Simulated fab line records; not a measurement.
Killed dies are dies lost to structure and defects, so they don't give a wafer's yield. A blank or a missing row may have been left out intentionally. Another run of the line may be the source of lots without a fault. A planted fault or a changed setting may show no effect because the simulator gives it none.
8D (eight disciplines) problem report, filled in by code    flow rit_cmos    the parts of the form that need people (team, actions taken, sign-off) are left out

== 1. WHAT IS WRONG ==
Wafers free of any fault read 0.0736 ohm/sq (standard deviation 0.00077) for M1_AL_RS at RIT_M1_RS_MEAS_01, against a mean of 0.0451 ohm/sq on 6 wafers of 2 lots. Measured from the usual mean, that is -37 standard deviations.
The step: measures by four-point-probe.
First observed at day 5 22:53: wafer L183.1, on film_metro-01. Wafers with a number at this step in the record: 42, from 14 lots. Rule for "out", or "out of limits": more than 4 standard deviations from the usual mean. The other wafers with a number count as sound.

== 2. WHAT THIS IS AND IS NOT ==
question                     is                            is not
which readings at this step  M1_AL_RS                      -
which lots                   L183, L184                    L172, L173, L174, L175, L176, L177, L178, L179, L181, L191, L192, L195
which wafers of those lots   all that have a number        -
read on which gauges         film_metro-01, film_metro-03  film_metro-02
when                         from day 5 22:53              up to then (27 sound wafers); but 9 sound wafers of L191, L192, L195 came after

== 3. WHAT RULES OUT EACH SUSPECT ==
Counting: a tool stays on the suspect list if, at a process step up to the reading, it processed all lots that are out and no sound lot following the first of them.
- the gauge at RIT_M1_RS_MEAS_01: ruled out. The wafers that are out were read on 2 gauges (film_metro-01, film_metro-03).
- pvd_sputter-04 at RIT_M1_SPUTTER_00 (material Al, target thk 400 nm, time 500 s): kept. It ran every lot that is out, first L183 (day 5 22:35), and no sound lot after that; its last sound lot up to then is L181 (day 5 07:39).
Remaining after the count: pvd_sputter-04 at RIT_M1_SPUTTER_00.

== 4. THE CAUSE (what the simulator had put in) ==
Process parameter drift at RIT_M1_SPUTTER_00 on pvd_sputter-04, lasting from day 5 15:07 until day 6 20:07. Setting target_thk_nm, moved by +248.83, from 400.
Counting left only this tool.

== 5. SEQUENCE OF EFFECTS, ordered by route ==
Each row: a reading whose mean over the struck wafers that have a number lies more than 3 standard deviations from the usual. Only readings whose record carries a usual standard deviation are examined. hours: median over the lots of the time between each lot's start at the first step of this table that gives one and its start at this step. sigmas: the change, counted in usual standard deviations.
hours  step                  reading               usual          on struck wafers  change   sigmas
0      RIT_M1_RS_MEAS_01     M1_AL_RS              0.0736 ohm/sq  0.0451            -0.0285  -37
0      RIT_M1_THK_MEAS_02    M1_AL_THK             400 nm         648               +248     +55
2      RIT_M1_METAL_ETCH_12  oes_product_au        0.780 a.u.     0.998             +0.218   +14
4      RIT_M1_PROBE_99       defect_limited_yield  97.4 %         2.5               -94.9    -79
4      RIT_M1_PROBE_99       killed_at_M0_to_M3    0.0            248.3             +248.3   +99 or more
4      RIT_M1_PROBE_99       killed_dies           7              258               +250     +81
4      RIT_M1_PROBE_99       killed_on_rim         1.8            67.7              +65.9    +47
It contains these process steps:
- RIT_M1_METAL_ETCH_12: etches Al in Cl2/BCl3, stops on SiO2, time 165 s, target depth 600 nm.
- RIT_M1_PROBE_99

== 6. WHAT WOULD HAVE CAUGHT IT SOONER ==
8 hours passed between the start of the fault at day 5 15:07 and the first reading out of limits at a measuring or inspecting step in this record, taken at day 5 22:53.
Tool readings at RIT_M1_SPUTTER_00 with a usual standard deviation given in the record: none out on any struck wafer, hence no alarm at a limit of 4 standard deviations on them.
Of the lots that are out (2), L184 began RIT_M1_SPUTTER_00 on pvd_sputter-04 after day 5 22:53. A hold on the tool at that time would have spared it.
